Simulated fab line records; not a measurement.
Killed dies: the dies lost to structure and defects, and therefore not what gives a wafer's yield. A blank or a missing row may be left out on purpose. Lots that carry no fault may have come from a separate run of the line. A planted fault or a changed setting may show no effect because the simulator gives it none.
Which tool did it? / flow rit cmos / at 1 step of a route of 202, 7 lots with 21 wafers sampled

## WHAT EACH GAUGE READ, for each wafer
RIT_WELLDRIVE_RS_MEAS_02: the measuring method here is four-point-probe.
lot=L351; measured=day 2 15:56; on=film metro-04; PWELL_RS (ohm/sq)=430.5 429.1 431.8
lot=L353; measured=day 3 01:32; on=film metro-04; PWELL_RS (ohm/sq)=428.6 426.2 428.2
lot=L355; measured=day 3 09:50; on=film metro-04; PWELL_RS (ohm/sq)=430.1 430.0 429.7
lot=L358; measured=day 4 02:02; on=film metro-03; PWELL_RS (ohm/sq)=427.5 428.6 428.7
lot=L362; measured=day 5 00:09; on=film metro-02; PWELL_RS (ohm/sq)=430.3 430.6 431.1
lot=L364; measured=day 5 07:36; on=film metro-03; PWELL_RS (ohm/sq)=426.2 427.2 426.4
lot=L372; measured=day 7 00:13; on=film metro-02; PWELL_RS (ohm/sq)=430.3 430.7 429.3

## WHICH TOOL RAN EACH LOT (tool, then ch and the chambers of the sampled wafers, then the start)
No process step before these readings appears in the record.

## THE ANSWER, worked out from the rows above alone
Rule: the usual values come from the lots themselves. The widest of any qualifying gaps counts: lots, ordered by their means at a reading, are off when they make up no more than a third of the lots, leave a main group of 4 or more, and stand apart from it by 3 or more times the standard deviation of that group's means. A main group is skipped when, at the precision printed for the reading in the tables above, its means are all equal. Also off: a lot with no number at a reading for which 4 or more lots have one. The other lots that the step has rows for count as sound.
No lot is off at any reading shown: from this, nothing can be told.

## WHAT THE SIMULATOR HAD PUT IN
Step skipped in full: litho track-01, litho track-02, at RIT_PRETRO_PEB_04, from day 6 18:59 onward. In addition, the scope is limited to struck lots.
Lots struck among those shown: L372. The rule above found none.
